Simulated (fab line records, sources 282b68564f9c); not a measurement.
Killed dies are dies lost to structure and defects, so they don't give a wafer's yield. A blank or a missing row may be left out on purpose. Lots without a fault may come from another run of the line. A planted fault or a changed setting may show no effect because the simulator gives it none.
fab line records | flow rit_cmos
record lots=6 wafers=18 last_day=6
route steps=202 shown M1@184
lots that met no fault: from a run of the same line without faults
start_h: hours from the record's first day to the start of the lot's first wafer shown | wait_h: hours since the lot's step before | " the same as in the row above | L1.1+2: a row that stands for several wafers | - no value, or no start given | * or withheld: withheld | < > ~ a bound
route shown NAME@n: a module of which the file shows steps, and the number in the route of the first | usual: mean/standard deviation of fault-free wafers | same: alike in all rows | chamber/n: place in a boat | sites: the reading at each site | _std_site: their standard deviation | _edge_site: outer sites' mean less inner sites' | radius_mm: how far each site lies from the wafer's centre | mask NAME#n: copy n | behind: the tool/chamber that last shaped the wafer | hold: why the lot was held/for how many hours/how that ended | device: the transistor (n, p or np) that didn't switch | end of line: the same wafers' tests at the end of the route | a step without rows: its recipe alone | killed: dies lost to structure and defects at the first sort, not the wafer's yield | map: a wafer's dies, x killed, . not, _ none there
set.NAME: the setting as run; set.NAME@STEP: as run at that earlier step | model.NAME: the simulator's own value behind a step, which no gauge read
lots at some steps of the route; a table a step, a row a wafer
services: from which hour (start_h, from the record's first day; less than 0 if before it) a tool's chamber was out of use, for how many hours, and why
## steps
# step RIT_M1_SPUTTER_00
# recipe material=Al target_thk_nm=400 power_w=2000 chamber_pressure_pa=0.4 gas=Ar time_s=500 substrate_temp_c=25
# usual throttle_valve_pct=29.8/0.99
# same time_s=500
# columns lot.wafer tool chamber start_h wait_h throttle_valve_pct
L543.3 pvd_sputter-04 - 64.50 0.0 30.3
L543.4 " - " " 30.3
L543.6 " - " " 30.1
L545.3 pvd_sputter-01 - 77.98 0.0 30.3
L545.5 " - " " 31.3
L545.6 " - " " 30.3
L551.2 pvd_sputter-04 - 104.99 0.0 29.6
L551.3 " - " " 30.3
L551.6 " - " " 29.9
L552.2 pvd_sputter-01 - 112.33 0.0 28.9
L552.4 " - " " 30.1
L552.5 " - " " 29.1
L555.2 pvd_sputter-04 - 124.38 0.0 29.4
L555.3 " - " " 30.5
L555.5 " - " " 29.8
L559.1 pvd_sputter-01 - 149.19 0.0 31.5
L559.3 " - " " 30.0
L559.5 " - " " 29.2
# step RIT_M1_RS_MEAS_01
# recipe thk_meas_gauge=four-point-probe reads=Al_of_M1_SPUTTER_00
# usual M1_AL_RS=0.0735/0.00081
# columns lot.wafer tool chamber start_h wait_h M1_AL_RS[ohm/sq]
L543.3 film_metro-04 - 64.85 0.2 0.0734
L543.4 " - " " 0.0743
L543.6 " - " " 0.0732
L545.3 film_metro-02 - 78.32 0.2 0.0735
L545.5 " - " " 0.0744
L545.6 " - " " 0.0734
L551.2 film_metro-01 - 105.30 0.2 0.0731
L551.3 " - " " 0.0733
L551.6 " - " " 0.0728
L552.2 film_metro-01 - 112.64 0.2 0.0726
L552.4 " - " " 0.0728
L552.5 " - " " 0.0721
L555.2 film_metro-04 - 124.69 0.2 0.0742
L555.3 " - " " 0.0733
L555.5 " - " " 0.0745
L559.1 film_metro-04 - 149.49 0.1 0.0735
L559.3 " - " " 0.0737
L559.5 " - " " 0.0733
# step RIT_M1_THK_MEAS_02
# recipe thk_meas_gauge=xrf reads=Al_of_M1_SPUTTER_00
# usual M1_AL_THK=401/5.6
# columns lot.wafer tool chamber start_h wait_h M1_AL_THK[nm]
L543.3 film_metro-04 - 64.95 0.1 401
L543.4 " - " " 398
L543.6 " - " " 402
L545.3 film_metro-02 - 78.42 0.1 401
L545.5 " - " " 395
L545.6 " - " " 405
L551.2 film_metro-01 - 105.41 0.1 405
L551.3 " - " " 406
L551.6 " - " " 408
L552.2 film_metro-01 - 112.75 0.1 410
L552.4 " - " " 406
L552.5 " - " " 411
L555.2 film_metro-04 - 124.80 0.1 397
L555.3 " - " " 400
L555.5 " - " " 394
L559.1 film_metro-04 - 149.61 0.1 400
L559.3 " - " " 398
L559.5 " - " " 403
# step RIT_M1_HMDS_03
# recipe prime_time_s=60 prime_temp_c=140
# step RIT_M1_COAT_04
# recipe resist=NOVOLAK spin_rpm=2000 resist_thk_nm=1310
# step RIT_M1_SOFTBAKE_05
# recipe resist=NOVOLAK temp_c=90 time_s=60
# step RIT_M1_EXPOSE_06
# recipe mask_id=M12 na=0.6 source_shape=conventional sigma_outer=0.5 target_cd_nm=2600 dose_mj=250
# step RIT_M1_PEB_07
# recipe resist=NOVOLAK temp_c=withheld time_s=withheld
# step RIT_M1_DEVELOP_08
# recipe resist=NOVOLAK develop_time_s=70.86 dev_temp_c=23
# step RIT_M1_CD_MEAS_09
# recipe target_cd_nm=2600
# usual cd_nm=2600.6/2.6
# columns lot.wafer tool chamber start_h wait_h cd_nm
L543.3 cd_sem-02 - 66.04 - 2600.6
L543.4 " - " " 2600.5
L543.6 " - " " 2598.6
L545.3 cd_sem-02 - 79.50 - 2599.4
L545.5 " - " " 2596.6
L545.6 " - " " 2598.9
L551.2 cd_sem-02 - 106.49 - 2600.5
L551.3 " - " " 2600.5
L551.6 " - " " 2598.7
L552.2 cd_sem-01 - 113.70 - 2603.1
L552.4 " - " " 2600.3
L552.5 " - " " 2603.6
L555.2 cd_sem-02 - 125.88 - 2600.3
L555.3 " - " " 2603.2
L555.5 " - " " 2601.5
L559.1 cd_sem-02 - 150.55 - 2603.1
L559.3 " - " " 2604.0
L559.5 " - " " 2605.1
# step RIT_M1_OVL_MEAS_10
# usual M1_OVL=-1.2/1.4
# columns lot.wafer tool chamber start_h wait_h M1_OVL[nm]
L543.3 overlay-02 - 66.13 0.1 -1.1
L543.4 " - " " -0.6
L543.6 " - " " -1.0
L545.3 overlay-02 - 79.60 0.1 -2.3
L545.5 " - " " -1.5
L545.6 " - " " -0.6
L551.2 overlay-02 - 106.59 0.1 -2.1
L551.3 " - " " -2.6
L551.6 " - " " -2.5
L552.2 overlay-01 - 113.81 0.1 1.4
L552.4 " - " " -1.1
L552.5 " - " " 0.9
L555.2 overlay-02 - 125.98 0.1 -3.7
L555.3 " - " " -3.4
L555.5 " - " " -3.3
L559.1 overlay-02 - 150.67 0.1 -0.9
L559.3 " - " " -2.0
L559.5 " - " " 0.6
# step RIT_M1_HARDBAKE_11
# recipe resist=NOVOLAK temp_c=140 time_s=120
# step RIT_M1_METAL_ETCH_12
# recipe stop_on=SiO2 chemistry=Cl2/BCl3 target=Al time_s=165 over_etch_frac=0.5 pressure_mtorr=100 target_depth_a=6000 rf_w=250 Cl2_flow_sccm=60 bcl3_flow_sccm=50
# usual drypump_motor_current_A=5.7/0.44 he_backside_leak_sccm=3.4/0.45 oes_product_au=0.769/0.011 throttle_valve_pct=8.24/0.11
# same time_s=165
# columns lot.wafer tool chamber start_h wait_h drypump_motor_current_A he_backside_leak_sccm oes_product_au rf_hours_counter_h throttle_valve_pct
L543.3 rie_metal-04 1 66.46 0.2 5.5 3.4 0.774 - 8.29
L543.4 " 0 " " 5.7 3.4 0.771 - 8.30
L543.6 " 1 " " 5.5 3.2 0.777 - 8.29
L545.3 rie_metal-01 0 79.92 0.2 5.8 3.5 0.755 - 8.05
L545.5 " 0 " " 5.8 3.5 0.753 - 8.06
L545.6 " 1 " " 6.7 3.7 0.760 - 8.14
L551.2 rie_metal-01 0 106.87 0.2 5.9 3.4 0.764 1 8.05
L551.3 " 1 " " 6.7 3.4 0.765 - 8.12
L551.6 " 0 " " 5.8 3.5 0.766 - 8.04
L552.2 rie_metal-04 1 114.09 0.2 5.5 3.4 0.788 37 8.29
L552.4 " 1 " " 5.5 3.5 0.790 - 8.29
L552.5 " 0 " " 5.7 3.3 0.787 - 8.32
L555.2 rie_metal-04 0 126.26 0.2 5.7 3.3 0.772 38 8.30
L555.3 " 0 " " 5.7 3.4 0.781 - 8.28
L555.5 " 1 " " 5.5 3.4 0.772 - 8.29
L559.1 rie_metal-01 1 151.10 0.2 6.7 3.8 0.768 2 8.15
L559.3 " 1 " " 6.7 3.6 0.765 - 8.15
L559.5 " 0 " " 5.8 3.4 0.761 - 8.04
# step RIT_M1_STRIP_13
# recipe chemistry=nmp resist=NOVOLAK temp_c=80 time_s=600 dry=n2_spin
# step RIT_M1_STRIP_14
# recipe chemistry=O2 time_s=180 platen_temp_c=withheld power_w=500 pressure_mtorr=4000 o2_flow_sccm=4000
# usual drypump_motor_current_A=5.7/0.37 o2_flow_sccm=4000/11
# same time_s=180
# columns lot.wafer tool chamber start_h wait_h drypump_motor_current_A o2_flow_sccm rf_hours_counter_h
L543.3 plasma_asher-04 0 66.80 0.1 6.0 4003 -
L543.4 " 1 " " 5.7 3981 -
L543.6 " 0 " " 6.0 4004 -
L545.3 plasma_asher-04 0 80.27 0.1 6.0 4007 -
L545.5 " 0 " " 6.0 3993 -
L545.6 " 1 " " 5.7 3995 -
L551.2 plasma_asher-01 0 107.21 0.0 6.6 3989 44
L551.3 " 0 " " 6.6 4011 -
L551.6 " 0 " " 6.6 4007 -
L552.2 plasma_asher-03 1 114.44 0.0 5.6 4018 49
L552.4 " 1 " " 5.6 4005 -
L552.5 " 1 " " 5.6 4016 -
L555.2 plasma_asher-04 1 126.60 0.0 5.7 3995 48
L555.3 " 0 " " 6.0 4002 -
L555.5 " 0 " " 6.0 4005 -
L559.1 plasma_asher-04 0 151.44 0.0 6.1 4003 51
L559.3 " 0 " " 6.0 3977 -
L559.5 " 1 " " 5.7 4002 -
# step RIT_M1_CD_MEAS_90
# recipe target_cd_nm=2600
# usual cd_nm=2600/3.2
# columns lot.wafer tool chamber start_h wait_h cd_nm
L543.3 cd_sem-01 - 66.96 0.1 2599
L543.4 " - " " 2599
L543.6 " - " " 2595
L545.3 cd_sem-01 - 80.42 0.1 2601
L545.5 " - " " 2599
L545.6 " - " " 2597
L551.2 cd_sem-02 - 107.40 0.1 2603
L551.3 " - " " 2599
L551.6 " - " " 2602
L552.2 cd_sem-01 - 114.64 0.1 2600
L552.4 " - " " 2598
L552.5 " - " " 2605
L555.2 cd_sem-01 - 126.80 0.1 2600
L555.3 " - " " 2602
L555.5 " - " " 2600
L559.1 cd_sem-02 - 151.62 0.1 2601
L559.3 " - " " 2602
L559.5 " - " " 2610
# step RIT_M1_ANNEAL_15
# recipe temp_c=450 time_s=1800 ambient=forming_gas_H2N2
# step RIT_M1_BOW_MEAS_16
# recipe mode=bow
# usual M1_BOW=16/5.8
# columns lot.wafer tool chamber start_h wait_h M1_BOW[um]
L543.3 film_metro-02 - 68.58 0.0 23
L543.4 " - " " 23
L543.6 " - " " 25
L545.3 film_metro-04 - 82.04 0.0 21
L545.5 " - " " 18
L545.6 " - " " 8
L551.2 film_metro-04 - 109.02 0.0 22
L551.3 " - " " 8
L551.6 " - " " 18
L552.2 film_metro-02 - 116.26 0.0 13
L552.4 " - " " 16
L552.5 " - " " 9
L555.2 film_metro-02 - 128.42 0.0 12
L555.3 " - " " 18
L555.5 " - " " 14
L559.1 film_metro-04 - 153.24 0.0 14
L559.3 " - " " 14
L559.5 " - " " 16
# step RIT_M1_PROBE_99
# usual defect_limited_yield=97.4/1.1 killed_at_M0_to_M3=0.0/0.12 killed_at_front_end=6.7/2.9 killed_dies=6.8/2.9 killed_on_rim=1.8/1.4 killed_open=3.5/2 killed_short=3.2/1.9 sort_bin_3_pad_short=0.1/0.22 sort_bin_5_function=1.4/0.82 sort_bin_6_memory=1.0/0.64 sort_n_pass=257.2/2.9 sort_yield_pct=97.4/1.1
# same gross_dies=264 killed_at_M4_up=0 killed_at_back_side=0 killed_at_contacts=0 killed_at_other=0
# columns lot.wafer tool chamber start_h wait_h defect_limited_yield[%] killed_at_M0_to_M3 killed_at_front_end killed_dies killed_on_rim killed_open killed_short sort_bin_3_pad_short[%] sort_bin_5_function[%] sort_bin_6_memory[%] sort_n_pass sort_yield_pct[%] model.etest.tester.sort_n_pass model.etest.tester.sort_yield_pct model.etest.tester.sort_bin_5_pct
L543.3 prober-01 - 68.76 0.2 98.1 0 5 5 2 2 3 0.4 0.8 0.8 259.0 98.1 259 98.11 0.7576
L543.4 prober-01 - 68.81 0.2 96.2 0 10 10 1 1 8 0 3.0 0.8 254.0 96.2 254 96.21 3.03
L543.6 prober-01 - 68.91 0.2 98.5 0 4 4 1 2 2 0 0.4 1.1 260.0 98.5 260 98.48 0.3788
L545.3 prober-01 - 82.22 0.2 97.7 0 6 6 1 3 3 0 1.5 0.8 258.0 97.7 258 97.73 1.515
L545.5 prober-01 - 82.32 0.2 98.5 0 4 4 0 1 3 0 0.8 0.8 260.0 98.5 260 98.48 0.7576
L545.6 prober-01 - 82.37 0.2 96.6 0 9 9 3 1 8 0 2.7 0.8 255.0 96.6 255 96.59 2.652
L551.2 prober-01 - 109.17 0.1 97.3 0 7 7 4 3 4 0 1.5 1.1 257.0 97.3 257 97.35 1.515
L551.3 prober-01 - 109.22 0.2 98.1 0 5 5 2 4 1 0 0.8 1.1 259.0 98.1 259 98.11 0.7576
L551.6 prober-01 - 109.37 0.2 98.9 0 3 3 1 2 1 0 0.8 0.4 261.0 98.9 261 98.86 0.7576
L552.2 prober-02 - 116.41 0.1 98.5 0 4 4 3 2 2 0 0.8 0.8 260.0 98.5 260 98.48 0.7576
L552.4 prober-02 - 116.51 0.2 97.3 0 7 7 2 3 4 0.4 1.1 1.1 257.0 97.3 257 97.35 1.136
L552.5 prober-02 - 116.56 0.2 89.4 20 8 28 11 4 5 1.1 6.8 2.7 236.0 89.4 236 89.39 6.818
L555.2 prober-01 - 128.57 0.1 89.8 20 7 27 8 4 3 1.1 8.0 1.1 237.0 89.8 237 89.77 7.955
L555.3 prober-01 - 128.62 0.2 90.2 22 4 26 9 3 1 2.7 6.4 0.8 238.0 90.2 238 90.15 6.439
L555.5 prober-01 - 128.72 0.2 98.5 0 4 4 0 1 3 0 0.4 1.1 260.0 98.5 260 98.48 0.3788
L559.1 prober-01 - 153.36 0.1 99.2 0 2 2 0 1 1 0 0.4 0.4 262.0 99.2 262 99.24 0.3788
L559.3 prober-01 - 153.46 0.2 97.0 0 8 8 2 4 4 0 1.9 1.1 256.0 97.0 256 96.97 1.894
L559.5 prober-01 - 153.56 0.2 98.9 0 3 3 1 3 0 0 1.1 0 261.0 98.9 261 98.86 1.136
# killed by level:class
L543.3 GATE:geometric_particle:short=3 GATE:geometric_particle:open=1 REOX:geometric_particle:open=1
L543.4 GATE:geometric_particle:short=6 ACTIVE:geometric_particle:short=1 REOX:geometric_particle:open=1 REOX:geometric_particle:short=1 PWELL:coat_microbubble_printed=1
L543.6 GATE:geometric_particle:short=1 GATE:geometric_particle:open=1 SPACER:geometric_particle:short=1 SPACER:geometric_particle:open=1
L545.3 FOX1:geometric_particle:open=2 REOX:geometric_particle:short=2 GATE:geometric_particle:open=1 SPACER:geometric_particle:short=1
L545.5 FOX1:geometric_particle:short=1 SPACER:geometric_particle:short=1 SILICIDE:geometric_particle:open=1 SILICIDE:geometric_particle:short=1
L545.6 GATE:geometric_particle:short=7 FOX2:geometric_particle:short=1 GATE:geometric_particle:open=1
L551.2 GATE:geometric_particle:short=3 FOX1:geometric_particle:short=1 FOX1:geometric_particle:open=1 GATE:geometric_particle:open=1 SILICIDE:geometric_particle:open=1
L551.3 SILICIDE:geometric_particle:open=2 FOX2:geometric_particle:open=1 GATE:geometric_particle:open=1 GATE:geometric_particle:short=1
L551.6 GATE:geometric_particle:open=2 SILICIDE:geometric_particle:short=1
L552.2 GATE:geometric_particle:open=2 FOX2:geometric_particle:short=1 REOX:geometric_particle:short=1
L552.4 GATE:geometric_particle:short=3 FOX1:geometric_particle:open=1 REOX:geometric_particle:open=1 SPACER:geometric_particle:short=1 SILICIDE:geometric_particle:open=1
L552.5 M1:unspecified=19 FOX2:geometric_particle:short=3 GATE:geometric_particle:open=2 GATE:geometric_particle:short=1 REOX:geometric_particle:open=1 SPACER:geometric_particle:open=1 M1:geometric_particle:short=1
L555.2 M1:unspecified=20 GATE:geometric_particle:short=3 FOX1:geometric_particle:open=1 GATE:geometric_particle:open=1 REOX:geometric_particle:open=1 SILICIDE:geometric_particle:open=1
L555.3 M1:unspecified=22 GATE:geometric_particle:open=2 GATE:geometric_particle:short=1 REOX:geometric_particle:open=1
L555.5 GATE:geometric_particle:short=2 FOX1:geometric_particle:short=1 REOX:geometric_particle:open=1
L559.1 SPACER:geometric_particle:short=1 SPACER:geometric_particle:open=1
L559.3 GATE:geometric_particle:short=2 SPACER:geometric_particle:open=2 SPACER:geometric_particle:short=2 FOX2:geometric_particle:open=1 REOX:geometric_particle:open=1
L559.5 FOX1:geometric_particle:open=3
# map L552.5 (x killed, . not)
________......._______
_____x............____
____...............___
___................x__
__.............x..x.._
__....x.............._
_.....................
_.......x.............
_.....................
_.....................
__..x.............x.._
__..xx.xx............_
___xxxxxx.....x.....__
____xxxx.........x.___
_____xxxx.........____
________......._______
# map L555.2 (x killed, . not)
________......._______
_____.............____
____...............___
___..x..............__
__..................._
__...........x......x_
_.....................
_............x........
_................x....
_....x................
__...xx.............._
__..xxxx............._
___.xxxxx...........__
____xxxxx.x........___
_____xxx..........____
________..x...._______
## services
# columns tool chamber start_h hours kind
plasma_asher-01 - 65.01 13.4 repair
plasma_asher-01 - 108.75 9.0 pm
plasma_asher-01 0 108.75 9.0 vent_cycle
plasma_asher-01 1 108.75 9.0 vent_cycle
rie_metal-04 - 114.25 2.8 pm
plasma_asher-01 0 117.75 - clean
plasma_asher-01 1 117.75 - clean
plasma_asher-01 - 119.94 4.3 repair
pvd_sputter-01 - 133.75 11.7 repair
rie_metal-04 1 134.47 6.9 repair
rie_metal-04 - 136.12 20.0 pm
rie_metal-04 0 136.12 20.0 vent_cycle
rie_metal-04 1 136.12 20.0 vent_cycle
## key
first_sign step=RIT_M1_PROBE_99 reading=killed_at_M0_to_M3 direction=up sigmas=21 usual=0.0 struck=20.7
effect step=RIT_M1_PROBE_99 reading=defect_limited_yield direction=down sigmas=7 usual=97.4 struck=89.8
model_effect step=RIT_M1_PROBE_99 value=etest.tester.sort_n_pass without=256.7 struck=237
met_at RIT_M1_METAL_ETCH_12
struck_wafers L552.5,L555.2,L555.3
onset_between 66.46 114.09
fault kind=chamber_particle_source tool=rie_metal-04 chamber=0 onset_h=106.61 steps=RIT_M1_METAL_ETCH_12 rate_per_visit_cm2=0.64279 end_h=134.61
